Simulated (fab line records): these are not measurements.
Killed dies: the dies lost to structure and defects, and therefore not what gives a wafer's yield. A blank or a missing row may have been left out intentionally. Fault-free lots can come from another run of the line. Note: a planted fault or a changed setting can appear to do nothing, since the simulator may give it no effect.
fab line records + flow rit-cmos
record:
- lots: 14
- wafers: 42
- last-day: 7
route steps=202 shown NRETRO@59 SPACER@129 NSD@140 M1@202
lots untouched by any fault: they come from a run of this same line in which no faults occurred
start-h: the number of hours between the record's first day and the start of the first shown wafer of the lot + wait-h: hours since the lot's step before + " same as the row above + L1.1+2: a row that stands for several wafers + - no value present, or no start provided + * or withheld: withheld + < > ~ a bound
route shown NAME@n: a module of which the file shows steps, and the number in the route of the first + usual: average and standard deviation across the fault-free wafers + same: alike in all rows + chamber/n: place in a boat + sites: per-site readings + _std_site: standard deviation of those values + _edge_site: the outer-site mean with the inner-site mean subtracted + radius-mm: for every site, how far away it sits from the centre of the wafer + mask NAME#n: copy n + behind: tool/chamber where the wafer was last shaped + hold: what put the lot on hold/how long, in hours/how the hold closed + device: the n, p or np transistor that did not switch + end of line: the same wafers' tests at the end of the route + a step with no rows: only its recipe + killed: count of dies lost to structure and defects at first sort (not the wafer's yield) + map: a wafer's dies, x killed, . not, _ none there
set.NAME: the setting that was run; set.NAME@STEP: the one run at that earlier step + model.NAME: the simulator's own value behind a step, which no gauge read
route steps across a sampled set of lots; one table per step, one row per wafer
services: a tool's chamber out of use, with start hour (start-h, from the record's first day; less than 0 if before it), hours out, and reason
== steps ==
step: RIT_NRETRO_OVL_MEAS_06
usual:
- NRETRO_OVL: -0.3/1.5
| lot.wafer | tool       | chamber | start-h | wait-h | NRETRO_OVL[nm] |
|-----------|------------|---------|---------|--------|----------------|
| L524.3    | overlay-02 | -       | 37.17   | -      | -0.9           |
| L524.4    | "          | -       | "       | "      | -2.1           |
| L524.6    | "          | -       | "       | "      | 1.4            |
| L525.1    | overlay-02 | -       | 42.63   | -      | -2.1           |
| L525.3    | "          | -       | "       | "      | -1.8           |
| L525.6    | "          | -       | "       | "      | -1.0           |
| L527.3    | overlay-02 | -       | 50.47   | -      | 0.3            |
| L527.4    | "          | -       | "       | "      | -3.1           |
| L527.5    | "          | -       | "       | "      | -2.2           |
| L528.1    | overlay-02 | -       | 57.01   | -      | -0.1           |
| L528.2    | "          | -       | "       | "      | 0.8            |
| L528.3    | "          | -       | "       | "      | 0.7            |
| L529.2    | overlay-01 | -       | 62.00   | -      | 1.5            |
| L529.4    | "          | -       | "       | "      | 2.0            |
| L529.5    | "          | -       | "       | "      | 0.9            |
| L531.2    | overlay-02 | -       | 70.90   | -      | 0.4            |
| L531.3    | "          | -       | "       | "      | -1.0           |
| L531.4    | "          | -       | "       | "      | -1.3           |
| L532.1    | overlay-02 | -       | 75.21   | -      | -0.6           |
| L532.5    | "          | -       | "       | "      | -0.6           |
| L532.6    | "          | -       | "       | "      | 0.2            |
| L533.3    | overlay-02 | -       | 82.95   | -      | -2.1           |
| L533.5    | "          | -       | "       | "      | 0.5            |
| L533.6    | "          | -       | "       | "      | -0.3           |
| L534.3    | overlay-01 | -       | 88.16   | -      | 0.6            |
| L534.4    | "          | -       | "       | "      | -0.4           |
| L534.5    | "          | -       | "       | "      | -0.8           |
| L540.3    | overlay-01 | -       | 116.88  | -      | 0.3            |
| L540.4    | "          | -       | "       | "      | 0.3            |
| L540.5    | "          | -       | "       | "      | 0.0            |
| L541.2    | overlay-01 | -       | 124.08  | -      | 1.8            |
| L541.3    | "          | -       | "       | "      | 1.4            |
| L541.6    | "          | -       | "       | "      | 1.6            |
| L542.1    | overlay-01 | -       | 128.38  | -      | 0.0            |
| L542.4    | "          | -       | "       | "      | 0.5            |
| L542.5    | "          | -       | "       | "      | 2.4            |
| L545.1    | overlay-02 | -       | 141.78  | -      | -2.9           |
| L545.2    | "          | -       | "       | "      | -2.6           |
| L545.6    | "          | -       | "       | "      | -4.6           |
| L546.4    | overlay-01 | -       | 146.76  | -      | 1.7            |
| L546.5    | "          | -       | "       | "      | 1.8            |
| L546.6    | "          | -       | "       | "      | 0.6            |
step: RIT_SPACER_THK_MEAS_04
recipe:
- reads: Si3N4_of_SPACER_CVD_03
usual:
- SPACER_NITRIDE_THK: 248.9/2.4
| lot.wafer | tool          | chamber | start-h | wait-h | SPACER_NITRIDE_THK[nm] |
|-----------|---------------|---------|---------|--------|------------------------|
| L524.3    | film-metro-04 | -       | 55.31   | 0.0    | 251.1                  |
| L524.4    | "             | -       | "       | "      | 249.2                  |
| L524.6    | "             | -       | "       | "      | 250.5                  |
| L525.1    | film-metro-01 | -       | 61.17   | 0.0    | 247.6                  |
| L525.3    | "             | -       | "       | "      | 245.4                  |
| L525.6    | "             | -       | "       | "      | 245.0                  |
| L527.3    | film-metro-04 | -       | 71.56   | 0.0    | 251.1                  |
| L527.4    | "             | -       | "       | "      | 249.4                  |
| L527.5    | "             | -       | "       | "      | 250.3                  |
| L528.1    | film-metro-02 | -       | 73.64   | 0.0    | 245.1                  |
| L528.2    | "             | -       | "       | "      | 245.0                  |
| L528.3    | "             | -       | "       | "      | 245.8                  |
| L529.2    | film-metro-04 | -       | 82.65   | 0.0    | 248.9                  |
| L529.4    | "             | -       | "       | "      | 248.8                  |
| L529.5    | "             | -       | "       | "      | 249.9                  |
| L531.2    | film-metro-02 | -       | 91.86   | 0.0    | 251.6                  |
| L531.3    | "             | -       | "       | "      | 248.8                  |
| L531.4    | "             | -       | "       | "      | 251.4                  |
| L532.1    | film-metro-01 | -       | 94.41   | 0.0    | 247.0                  |
| L532.5    | "             | -       | "       | "      | 247.8                  |
| L532.6    | "             | -       | "       | "      | 247.8                  |
| L533.3    | film-metro-01 | -       | 101.19  | 0.0    | 246.5                  |
| L533.5    | "             | -       | "       | "      | 248.3                  |
| L533.6    | "             | -       | "       | "      | 247.3                  |
| L534.3    | film-metro-04 | -       | 106.77  | 0.0    | 251.8                  |
| L534.4    | "             | -       | "       | "      | 249.5                  |
| L534.5    | "             | -       | "       | "      | 249.9                  |
| L540.3    | film-metro-02 | -       | 135.81  | 0.0    | 250.9                  |
| L540.4    | "             | -       | "       | "      | 248.2                  |
| L540.5    | "             | -       | "       | "      | 249.4                  |
| L541.2    | film-metro-02 | -       | 141.52  | 0.0    | 244.9                  |
| L541.3    | "             | -       | "       | "      | 247.3                  |
| L541.6    | "             | -       | "       | "      | 247.4                  |
| L542.1    | film-metro-02 | -       | 145.82  | 0.0    | 252.7                  |
| L542.4    | "             | -       | "       | "      | 256.7                  |
| L542.5    | "             | -       | "       | "      | 251.6                  |
| L545.1    | film-metro-01 | -       | 160.84  | 0.0    | 245.9                  |
| L545.2    | "             | -       | "       | "      | 248.4                  |
| L545.6    | "             | -       | "       | "      | 246.6                  |
| L546.4    | film-metro-04 | -       | 162.53  | 0.0    | 246.2                  |
| L546.5    | "             | -       | "       | "      | 247.1                  |
| L546.6    | "             | -       | "       | "      | 246.5                  |
step: RIT_SPACER_ETCHBACK_05
recipe:
- target-depth-a: 2500
- SF6_flow_sccm: 30
- CHF3_flow_sccm: 30
- target: Si3N4
- chemistry: SF6/CHF3
- pressure-mtorr: 40
- rf-w: 250
- time-s: 240
- stop-on: SiO2
usual:
- drypump-motor-current-A: 5.6/0.3
- oes-product-au: 0.849/0.016
- run-length-s: 268.3/0.43
- throttle-valve-pct: 10.24/0.15
| lot.wafer | tool        | chamber | start-h | wait-h | drypump-motor-current-A | oes-product-au | rf-hours-counter-h | run-length-s | throttle-valve-pct |
|-----------|-------------|---------|---------|--------|-------------------------|----------------|--------------------|--------------|--------------------|
| L524.3    | rie-diel-04 | 2       | 55.35   | 0.0    | 5.4                     | 0.827          | 69                 | 268.4        | 10.10              |
| L524.4    | "           | 1       | "       | "      | 5.8                     | 0.854          | 62                 | 269.2        | 10.32              |
| L524.6    | "           | 1       | "       | "      | 5.8                     | 0.856          | -                  | 268.9        | 10.33              |
| L525.1    | rie-diel-01 | 3       | 61.23   | 0.1    | 5.0                     | 0.823          | 7                  | 268.5        | 10.34              |
| L525.3    | "           | 1       | "       | "      | 5.4                     | 0.859          | 116                | 268.3        | 10.03              |
| L525.6    | "           | 3       | "       | "      | 5.0                     | 0.805          | -                  | 268.4        | 10.34              |
| L527.3    | rie-diel-04 | 0       | 71.60   | 0.0    | 5.8                     | 0.857          | 137                | 268.5        | 10.02              |
| L527.4    | "           | 1       | "       | "      | 5.8                     | 0.848          | 62                 | 269.1        | 10.30              |
| L527.5    | "           | 1       | "       | "      | 5.8                     | 0.856          | -                  | 269.6        | 10.31              |
| L528.1    | rie-diel-01 | 3       | 73.70   | 0.1    | 5.0                     | 0.816          | 8                  | 268.5        | 10.36              |
| L528.2    | "           | 0       | "       | "      | 5.7                     | 0.854          | 101                | 267.7        | 10.29              |
| L528.3    | "           | 2       | "       | "      | 6.1                     | 0.840          | 92                 | 268.2        | 10.47              |
| L529.2    | rie-diel-04 | 3       | 82.70   | 0.0    | 5.5                     | 0.869          | 100                | 268.0        | 10.14              |
| L529.4    | "           | 2       | "       | "      | 5.4                     | 0.830          | 70                 | 268.2        | 10.10              |
| L529.5    | "           | 3       | "       | "      | 5.5                     | 0.873          | -                  | 267.7        | 10.14              |
| L531.2    | rie-diel-01 | 1       | 91.91   | 0.0    | 5.4                     | 0.868          | 116                | 268.0        | 10.05              |
| L531.3    | "           | 0       | "       | "      | 5.8                     | 0.851          | 102                | 267.4        | 10.28              |
| L531.4    | "           | 1       | "       | "      | 5.4                     | 0.870          | -                  | 268.2        | 10.04              |
| L532.1    | rie-diel-04 | 2       | 94.47   | 0.1    | 5.4                     | 0.815          | 70                 | 268.2        | 10.09              |
| L532.5    | "           | 1       | "       | "      | 5.8                     | 0.847          | -                  | 269.1        | 10.32              |
| L532.6    | "           | 0       | "       | "      | 5.8                     | 0.843          | -                  | 268.6        | 10.02              |
| L533.3    | rie-diel-04 | 0       | 101.23  | 0.0    | 5.8                     | 0.844          | 138                | 268.6        | 10.03              |
| L533.5    | "           | 3       | "       | "      | 5.5                     | 0.875          | -                  | 267.8        | 10.14              |
| L533.6    | "           | 0       | "       | "      | 5.8                     | 0.847          | -                  | 268.3        | 10.01              |
| L534.3    | rie-diel-01 | 3       | 106.81  | 0.0    | 5.0                     | 0.829          | 8                  | 268.1        | 10.36              |
| L534.4    | "           | 2       | "       | "      | 6.0                     | 0.859          | 92                 | 268.1        | 10.46              |
| L534.5    | "           | 2       | "       | "      | 6.1                     | 0.852          | -                  | 268.1        | 10.46              |
| L540.3    | rie-diel-01 | 0       | 135.85  | 0.0    | 5.7                     | 0.664          | 102                | 379.5        | 10.22              |
| L540.4    | "           | 2       | "       | "      | 6.1                     | 0.644          | 93                 | 380.2        | 10.38              |
| L540.5    | "           | 0       | "       | "      | 5.8                     | 0.661          | -                  | 379.4        | 10.22              |
| L541.2    | rie-diel-03 | 2       | 141.57  | 0.0    | 5.4                     | 0.841          | 7                  | 268.6        | 10.20              |
| L541.3    | "           | 0       | "       | "      | 5.8                     | 0.835          | 0                  | 268.1        | 10.29              |
| L541.6    | "           | 1       | "       | "      | 5.2                     | 0.853          | -                  | 268.0        | 10.35              |
| L542.1    | rie-diel-01 | 3       | 145.88  | 0.1    | 5.0                     | 0.636          | 9                  | 380.3        | 10.30              |
| L542.4    | "           | 0       | "       | "      | 5.8                     | 0.680          | 103                | 379.8        | 10.23              |
| L542.5    | "           | 2       | "       | "      | 6.1                     | 0.657          | -                  | 380.4        | 10.38              |
| L545.1    | rie-diel-04 | 3       | 160.90  | 0.1    | 5.5                     | 0.865          | 103                | 268.0        | 10.14              |
| L545.2    | "           | 1       | "       | "      | 5.8                     | 0.849          | 64                 | 269.2        | 10.31              |
| L545.6    | "           | 0       | "       | "      | 5.8                     | 0.847          | -                  | 268.4        | 10.02              |
| L546.4    | rie-diel-04 | 2       | 162.56  | 0.0    | 5.3                     | 0.815          | 71                 | 268.4        | 10.09              |
| L546.5    | "           | 0       | "       | "      | 5.8                     | 0.847          | -                  | 268.5        | 9.99               |
| L546.6    | "           | 1       | "       | "      | 5.8                     | 0.838          | -                  | 268.8        | 10.32              |
step: RIT_NSD_STRIP_09
recipe:
- chemistry: O2
- time-s: 180
- resist: NOVOLAK
- platen-temp-c: withheld
- power-w: 500
- pressure-mtorr: 4000
- o2-flow-sccm: 4000
usual:
- drypump-motor-current-A: 5.8/0.32
- rf-refl-power-W: 7.0/0.79
| lot.wafer | tool            | chamber | start-h | wait-h | drypump-motor-current-A | rf-hours-counter-h | rf-refl-power-W |
|-----------|-----------------|---------|---------|--------|-------------------------|--------------------|-----------------|
| L524.3    | plasma-asher-01 | 0       | 56.75   | 0.1    | 6.2                     | -                  | 6.4             |
| L524.4    | "               | 1       | "       | "      | 5.5                     | -                  | 6.7             |
| L524.6    | "               | 0       | "       | "      | 6.2                     | -                  | 6.3             |
| L525.1    | plasma-asher-04 | 0       | 62.57   | 0.1    | 5.4                     | 41                 | 8.0             |
| L525.3    | "               | 1       | "       | "      | 5.6                     | -                  | 6.9             |
| L525.6    | "               | 0       | "       | "      | 5.4                     | -                  | 8.6             |
| L527.3    | plasma-asher-04 | 1       | 73.00   | 0.1    | 5.6                     | -                  | 6.8             |
| L527.4    | "               | 0       | "       | "      | 5.4                     | -                  | 8.4             |
| L527.5    | "               | 0       | "       | "      | 5.4                     | -                  | 8.3             |
| L528.1    | plasma-asher-04 | 1       | 75.04   | 0.1    | 5.6                     | 42                 | 6.9             |
| L528.2    | "               | 0       | "       | "      | 5.3                     | 42                 | 8.4             |
| L528.3    | "               | 1       | "       | "      | 5.6                     | -                  | 6.7             |
| L529.2    | plasma-asher-04 | 0       | 84.04   | 0.1    | 5.4                     | 43                 | 9.0             |
| L529.4    | "               | 1       | "       | "      | 5.6                     | -                  | 6.8             |
| L529.5    | "               | 1       | "       | "      | 5.5                     | -                  | 6.7             |
| L531.2    | plasma-asher-02 | 1       | 93.24   | 0.1    | 6.1                     | 45                 | 7.3             |
| L531.3    | "               | 1       | "       | "      | 6.1                     | -                  | 7.4             |
| L531.4    | "               | 0       | "       | "      | 5.8                     | -                  | 6.0             |
| L532.1    | plasma-asher-04 | 0       | 95.81   | 0.1    | 5.4                     | 44                 | 8.8             |
| L532.5    | "               | 1       | "       | "      | 5.6                     | -                  | 7.0             |
| L532.6    | "               | 0       | "       | "      | 5.4                     | -                  | 8.3             |
| L533.3    | plasma-asher-01 | 0       | 102.75  | 0.1    | 6.2                     | -                  | 6.5             |
| L533.5    | "               | 1       | "       | "      | 5.5                     | -                  | 6.5             |
| L533.6    | "               | 0       | "       | "      | 6.2                     | -                  | 6.4             |
| L534.3    | plasma-asher-02 | 0       | 108.33  | 0.1    | 5.9                     | -                  | 6.4             |
| L534.4    | "               | 1       | "       | "      | 6.1                     | -                  | 7.6             |
| L534.5    | "               | 1       | "       | "      | 6.1                     | -                  | 8.0             |
| L540.3    | plasma-asher-01 | 0       | 137.38  | 0.1    | 6.2                     | -                  | 6.3             |
| L540.4    | "               | 1       | "       | "      | 5.5                     | -                  | 6.5             |
| L540.5    | "               | 0       | "       | "      | 6.2                     | -                  | 6.3             |
| L541.2    | plasma-asher-04 | 1       | 142.97  | 0.1    | 5.6                     | 2                  | 6.8             |
| L541.3    | "               | 1       | "       | "      | 5.6                     | -                  | 6.8             |
| L541.6    | "               | 1       | "       | "      | 5.6                     | -                  | 6.8             |
| L542.1    | plasma-asher-01 | 1       | 147.21  | 0.1    | 5.5                     | 51                 | 6.7             |
| L542.4    | "               | 1       | "       | "      | 5.5                     | -                  | 6.5             |
| L542.5    | "               | 0       | "       | "      | 6.2                     | -                  | 6.3             |
| L545.1    | plasma-asher-02 | 1       | 162.36  | 0.1    | 6.1                     | 53                 | 7.2             |
| L545.2    | "               | 0       | "       | "      | 5.9                     | 53                 | 6.2             |
| L545.6    | "               | 1       | "       | "      | 6.2                     | -                  | 7.3             |
| L546.4    | plasma-asher-02 | 0       | 164.00  | 0.1    | 5.8                     | -                  | 6.2             |
| L546.5    | "               | 0       | "       | "      | 5.8                     | -                  | 6.4             |
| L546.6    | "               | 1       | "       | "      | 6.1                     | -                  | 7.1             |
step: RIT_M1_PROBE_99
usual:
- killed-at-contacts: 0.0/0.2
- killed-at-front-end: 7.2/2.5
- killed-dies: 7.3/2.5
- killed-on-rim: 2.0/1.4
- killed-open: 3.8/1.9
- killed-short: 3.5/1.8
same:
- gross-dies: 264
- killed_at_M0_to_M3: 0
- killed_at_M4_up: 0
- killed-at-back-side: 0
- killed-at-other: 0
| lot.wafer | tool      | chamber | start-h | wait-h | killed-at-contacts | killed-at-front-end | killed-dies | killed-on-rim | killed-open | killed-short |
|-----------|-----------|---------|---------|--------|--------------------|---------------------|-------------|---------------|-------------|--------------|
| L524.3    | prober-01 | -       | 66.55   | 0.2    | 0                  | 5                   | 5           | 2             | 5           | 0            |
| L524.4    | prober-01 | -       | 66.60   | 0.2    | 0                  | 11                  | 11          | 2             | 4           | 7            |
| L524.6    | prober-01 | -       | 66.70   | 0.2    | 0                  | 8                   | 8           | 1             | 4           | 4            |
| L525.1    | prober-02 | -       | 71.95   | 0.1    | 0                  | 11                  | 11          | 1             | 6           | 5            |
| L525.3    | prober-02 | -       | 72.05   | 0.2    | 0                  | 10                  | 10          | 4             | 7           | 3            |
| L525.6    | prober-02 | -       | 72.20   | 0.2    | 0                  | 7                   | 7           | 1             | 4           | 3            |
| L527.3    | prober-02 | -       | 82.36   | 0.2    | 0                  | 9                   | 9           | 3             | 4           | 5            |
| L527.4    | prober-02 | -       | 82.41   | 0.2    | 0                  | 7                   | 7           | 2             | 5           | 2            |
| L527.5    | prober-02 | -       | 82.46   | 0.2    | 0                  | 3                   | 3           | 1             | 0           | 3            |
| L528.1    | prober-02 | -       | 84.66   | 0.1    | 0                  | 12                  | 12          | 3             | 7           | 5            |
| L528.2    | prober-02 | -       | 84.71   | 0.1    | 0                  | 9                   | 9           | 4             | 4           | 5            |
| L528.3    | prober-02 | -       | 84.76   | 0.2    | 0                  | 8                   | 8           | 6             | 4           | 4            |
| L529.2    | prober-01 | -       | 93.59   | 0.1    | 0                  | 4                   | 4           | 1             | 2           | 2            |
| L529.4    | prober-01 | -       | 93.69   | 0.2    | 0                  | 6                   | 6           | 1             | 2           | 4            |
| L529.5    | prober-01 | -       | 93.74   | 0.2    | 0                  | 4                   | 4           | 0             | 2           | 2            |
| L531.2    | prober-01 | -       | 103.08  | 0.1    | 0                  | 6                   | 6           | 1             | 3           | 3            |
| L531.3    | prober-01 | -       | 103.13  | 0.2    | 0                  | 6                   | 6           | 1             | 6           | 0            |
| L531.4    | prober-01 | -       | 103.18  | 0.2    | 1                  | 6                   | 7           | 2             | 5           | 2            |
| L532.1    | prober-02 | -       | 105.47  | 0.1    | 0                  | 7                   | 7           | 2             | 4           | 3            |
| L532.5    | prober-02 | -       | 105.67  | 0.2    | 0                  | 3                   | 3           | 1             | 2           | 1            |
| L532.6    | prober-02 | -       | 105.72  | 0.2    | 0                  | 5                   | 5           | 0             | 5           | 0            |
| L533.3    | prober-01 | -       | 112.27  | 0.2    | 0                  | 5                   | 5           | 1             | 3           | 2            |
| L533.5    | prober-01 | -       | 112.37  | 0.2    | 0                  | 4                   | 4           | 3             | 1           | 3            |
| L533.6    | prober-01 | -       | 112.42  | 0.2    | 0                  | 9                   | 9           | 2             | 5           | 4            |
| L534.3    | prober-01 | -       | 118.25  | 0.2    | 0                  | 6                   | 6           | 1             | 3           | 3            |
| L534.4    | prober-01 | -       | 118.30  | 0.2    | 1                  | 12                  | 13          | 5             | 9           | 4            |
| L534.5    | prober-01 | -       | 118.35  | 0.2    | 0                  | 10                  | 10          | 3             | 8           | 2            |
| L540.3    | prober-01 | -       | 147.25  | 0.2    | 0                  | 7                   | 7           | 0             | 3           | 4            |
| L540.4    | prober-01 | -       | 147.30  | 0.2    | 0                  | 4                   | 4           | 0             | 2           | 2            |
| L540.5    | prober-01 | -       | 147.35  | 0.2    | 0                  | 10                  | 10          | 4             | 4           | 6            |
| L541.2    | prober-02 | -       | 152.81  | 0.1    | 0                  | 9                   | 9           | 4             | 5           | 4            |
| L541.3    | prober-02 | -       | 152.86  | 0.2    | 0                  | 11                  | 11          | 2             | 6           | 5            |
| L541.6    | prober-02 | -       | 153.01  | 0.2    | 0                  | 9                   | 9           | 0             | 5           | 4            |
| L542.1    | prober-01 | -       | 157.11  | 0.1    | 0                  | 9                   | 9           | 5             | 5           | 4            |
| L542.4    | prober-01 | -       | 157.26  | 0.2    | 0                  | 5                   | 5           | 1             | 1           | 4            |
| L542.5    | prober-01 | -       | 157.31  | 0.2    | 0                  | 8                   | 8           | 2             | 6           | 2            |
| L545.1    | prober-02 | -       | 172.01  | 0.1    | 0                  | 7                   | 7           | 2             | 3           | 4            |
| L545.2    | prober-02 | -       | 172.06  | 0.1    | 0                  | 6                   | 6           | 2             | 3           | 3            |
| L545.6    | prober-02 | -       | 172.26  | 0.2    | 0                  | 13                  | 13          | 3             | 9           | 4            |
| L546.4    | prober-01 | -       | 173.95  | 0.2    | 0                  | 9                   | 9           | 3             | 4           | 5            |
| L546.5    | prober-01 | -       | 174.00  | 0.2    | 0                  | 4                   | 4           | 1             | 3           | 1            |
| L546.6    | prober-01 | -       | 174.05  | 0.2    | 0                  | 4                   | 4           | 1             | 2           | 2            |
killed by level:class
L524.3 GATE:geometric-particle:open=3 REOX:geometric-particle:open=1 SPACER:geometric-particle:open=1
L524.4 REOX:geometric-particle:open=2 REOX:geometric-particle:short=2 SILICIDE:geometric-particle:short=2 FOX1:geometric-particle:short=1 FOX2:geometric-particle:open=1 FOX2:geometric-particle:short=1 GATE:geometric-particle:short=1 SILICIDE:geometric-particle:open=1
L524.6 FOX2:geometric-particle:short=2 GATE:geometric-particle:open=2 FOX1:geometric-particle:short=1 REOX:geometric-particle:short=1 SPACER:geometric-particle:open=1 SILICIDE:geometric-particle:open=1
L525.1 GATE:geometric-particle:short=3 FOX2:geometric-particle:open=2 REOX:geometric-particle:short=2 FOX1:geometric-particle:open=1 GATE:geometric-particle:open=1 REOX:geometric-particle:open=1 SPACER:geometric-particle:open=1
L525.3 GATE:geometric-particle:short=3 FOX1:geometric-particle:open=2 FOX2:geometric-particle:open=2 GATE:geometric-particle:open=1 REOX:geometric-particle:open=1 SPACER:geometric-particle:open=1
L525.6 SILICIDE:geometric-particle:open=3 GATE:geometric-particle:short=2 GATE:geometric-particle:open=1 REOX:geometric-particle:short=1
L527.3 GATE:geometric-particle:short=3 FOX1:geometric-particle:short=2 GATE:geometric-particle:open=2 REOX:geometric-particle:open=2
L527.4 GATE:geometric-particle:open=3 SPACER:geometric-particle:short=2 REOX:geometric-particle:open=1 SPACER:geometric-particle:open=1
L527.5 FOX1:geometric-particle:short=1 GATE:geometric-particle:short=1 SPACER:geometric-particle:short=1
L528.1 GATE:geometric-particle:open=3 SILICIDE:geometric-particle:open=3 GATE:geometric-particle:short=2 FOX1:geometric-particle:open=1 FOX2:geometric-particle:short=1 REOX:geometric-particle:short=1 SILICIDE:geometric-particle:short=1
L528.2 FOX2:geometric-particle:open=2 REOX:geometric-particle:open=2 REOX:geometric-particle:short=2 GATE:geometric-particle:short=1 SPACER:geometric-particle:short=1 SILICIDE:geometric-particle:short=1
L528.3 REOX:geometric-particle:open=3 REOX:geometric-particle:short=2 FOX1:geometric-particle:open=1 FOX2:geometric-particle:short=1 GATE:geometric-particle:short=1
L529.2 FOX1:geometric-particle:open=1 FOX1:geometric-particle:short=1 GATE:geometric-particle:open=1 SILICIDE:geometric-particle:short=1
L529.4 FOX1:geometric-particle:open=1 GATE:geometric-particle:short=1 REOX:geometric-particle:short=1 REOX:geometric-particle:open=1 SPACER:geometric-particle:short=1 SILICIDE:geometric-particle:short=1
L529.5 GATE:geometric-particle:short=1 SPACER:geometric-particle:open=1 SILICIDE:geometric-particle:open=1 SILICIDE:geometric-particle:short=1
L531.2 FOX1:geometric-particle:open=1 FOX2:geometric-particle:open=1 GATE:geometric-particle:short=1 GATE:geometric-particle:open=1 REOX:geometric-particle:short=1 SILICIDE:geometric-particle:short=1
L531.3 FOX2:geometric-particle:open=2 REOX:geometric-particle:open=2 FOX1:geometric-particle:open=1 GATE:geometric-particle:open=1
L531.4 GATE:geometric-particle:open=2 REOX:geometric-particle:open=2 REOX:geometric-particle:short=1 SILICIDE:geometric-particle:short=1 CONTACT:geometric-particle:open=1
L532.1 SILICIDE:geometric-particle:open=2 FOX1:geometric-particle:short=1 GATE:geometric-particle:open=1 GATE:geometric-particle:short=1 REOX:geometric-particle:open=1 SILICIDE:geometric-particle:short=1
L532.5 FOX1:geometric-particle:open=1 REOX:geometric-particle:open=1 REOX:geometric-particle:short=1
L532.6 SPACER:geometric-particle:open=2 FOX1:geometric-particle:open=1 GATE:geometric-particle:open=1 SILICIDE:geometric-particle:open=1
L533.3 GATE:geometric-particle:short=2 SPACER:geometric-particle:open=2 GATE:geometric-particle:open=1
L533.5 FOX1:geometric-particle:short=1 FOX1:geometric-particle:open=1 FOX2:geometric-particle:short=1 GATE:geometric-particle:short=1
L533.6 SILICIDE:geometric-particle:open=5 GATE:geometric-particle:short=3 SILICIDE:geometric-particle:short=1
L534.3 GATE:geometric-particle:open=2 FOX1:geometric-particle:short=1 GATE:geometric-particle:short=1 REOX:geometric-particle:open=1 SILICIDE:geometric-particle:short=1
L534.4 FOX1:geometric-particle:open=3 GATE:geometric-particle:open=3 REOX:geometric-particle:short=2 SILICIDE:geometric-particle:open=2 FOX1:geometric-particle:short=1 GATE:geometric-particle:short=1 CONTACT:geometric-particle:open=1
L534.5 GATE:geometric-particle:open=4 REOX:geometric-particle:open=2 FOX1:geometric-particle:open=1 FOX2:geometric-particle:open=1 GATE:geometric-particle:short=1 SPACER:geometric-particle:short=1
L540.3 FOX1:geometric-particle:short=2 FOX1:geometric-particle:open=1 GATE:geometric-particle:open=1 GATE:geometric-particle:short=1 REOX:geometric-particle:short=1 SILICIDE:geometric-particle:open=1
L540.4 FOX1:geometric-particle:short=1 GATE:geometric-particle:open=1 REOX:geometric-particle:short=1 SILICIDE:geometric-particle:open=1
L540.5 GATE:geometric-particle:short=4 FOX1:geometric-particle:short=2 FOX1:geometric-particle:open=1 GATE:geometric-particle:open=1 REOX:geometric-particle:open=1 SILICIDE:geometric-particle:open=1
L541.2 GATE:geometric-particle:short=4 GATE:geometric-particle:open=3 FOX1:geometric-particle:open=1 REOX:geometric-particle:open=1
L541.3 FOX1:geometric-particle:open=2 FOX2:geometric-particle:open=2 GATE:geometric-particle:open=2 SILICIDE:geometric-particle:short=2 FOX1:geometric-particle:short=1 FOX2:geometric-particle:short=1 SPACER:geometric-particle:short=1
L541.6 GATE:geometric-particle:open=4 FOX1:geometric-particle:short=3 GATE:geometric-particle:short=1 REOX:geometric-particle:open=1
L542.1 GATE:geometric-particle:open=3 REOX:geometric-particle:short=2 SILICIDE:geometric-particle:open=2 GATE:geometric-particle:short=1 SPACER:geometric-particle:short=1
L542.4 FOX2:geometric-particle:short=2 FOX1:geometric-particle:open=1 FOX1:geometric-particle:short=1 SPACER:geometric-particle:short=1
L542.5 REOX:geometric-particle:open=2 SILICIDE:geometric-particle:short=2 SILICIDE:geometric-particle:open=2 FOX1:geometric-particle:open=1 GATE:geometric-particle:open=1
L545.1 FOX1:geometric-particle:open=2 GATE:geometric-particle:short=2 FOX1:geometric-particle:short=1 SPACER:geometric-particle:short=1 SILICIDE:geometric-particle:open=1
L545.2 SPACER:geometric-particle:short=2 FOX1:geometric-particle:open=1 FOX1:geometric-particle:short=1 GATE:geometric-particle:open=1 SILICIDE:geometric-particle:open=1
L545.6 FOX1:geometric-particle:open=3 GATE:geometric-particle:open=3 FOX1:geometric-particle:short=2 REOX:geometric-particle:open=2 REOX:geometric-particle:short=1 SPACER:geometric-particle:open=1 SPACER:geometric-particle:short=1
L546.4 FOX1:geometric-particle:short=3 FOX2:geometric-particle:open=2 FOX2:geometric-particle:short=1 GATE:geometric-particle:open=1 REOX:geometric-particle:short=1 SILICIDE:geometric-particle:open=1
L546.5 REOX:geometric-particle:open=2 FOX2:geometric-particle:open=1 GATE:geometric-particle:short=1
L546.6 FOX1:geometric-particle:open=1 FOX2:geometric-particle:short=1 GATE:geometric-particle:short=1 SPACER:geometric-particle:open=1
== services ==
| tool            | chamber | start-h | hours | kind           |
|-----------------|---------|---------|-------|----------------|
| rie-diel-01     | -       | 70.58   | 2.8   | pm             |
| rie-diel-01     | 3       | 79.01   | 14.1  | repair         |
| plasma-asher-02 | -       | 79.75   | 1.5   | repair         |
| plasma-asher-01 | -       | 86.60   | 2.0   | repair         |
| plasma-asher-04 | -       | 108.75  | 9.0   | pm             |
| plasma-asher-04 | 0       | 108.75  | 9.0   | vent-cycle     |
| plasma-asher-04 | 1       | 108.75  | 9.0   | vent-cycle     |
| rie-diel-03     | 0       | 114.18  | -     | clean          |
| rie-diel-03     | 0       | 114.18  | 22.0  | scheduled-down |
| rie-diel-03     | 0       | 114.18  | 22.0  | vent-cycle     |
| plasma-asher-04 | 0       | 117.75  | -     | clean          |
| plasma-asher-04 | 1       | 117.75  | -     | clean          |
| rie-diel-03     | -       | 139.73  | 1.0   | repair         |
| rie-diel-03     | -       | 139.83  | 1.3   | repair         |
| rie-diel-03     | -       | 155.28  | 15.6  | pm             |
== key ==
first-sign:
- step: RIT_SPACER_ETCHBACK_05
- reading: run-length-s
- direction: up
- sigmas: 99+
- usual: *
- struck: *
effect:
- step: RIT_SPACER_ETCHBACK_05
- reading: oes-product-au
- direction: down
- sigmas: 12
- usual: 0.849
- struck: 0.657
met-at RIT_SPACER_ETCHBACK_05
struck-lots L540,L542
tester-left-out L540,L542
not-acting-at RIT_NRETRO_OVL_MEAS_06,RIT_SPACER_THK_MEAS_04,RIT_NSD_STRIP_09
onset-between 106.81 135.85
fault:
- kind: process-parameter-drift
- tool: rie-diel-01
- chamber: -
- onset-h: 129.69
- steps: RIT_SPACER_ETCHBACK_05
- channel: time-s
- offset: *
- shape: step
- end-h: 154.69
- acts-in: *
- stated: *
tester-left-out: of these lots the tester's yield and bins aren't shown, on N5 and GAA mostly nor the transistor test; their killed dies are dies lost to structure and defects alone, not to doping, threshold or leakage, so they don't give the yield
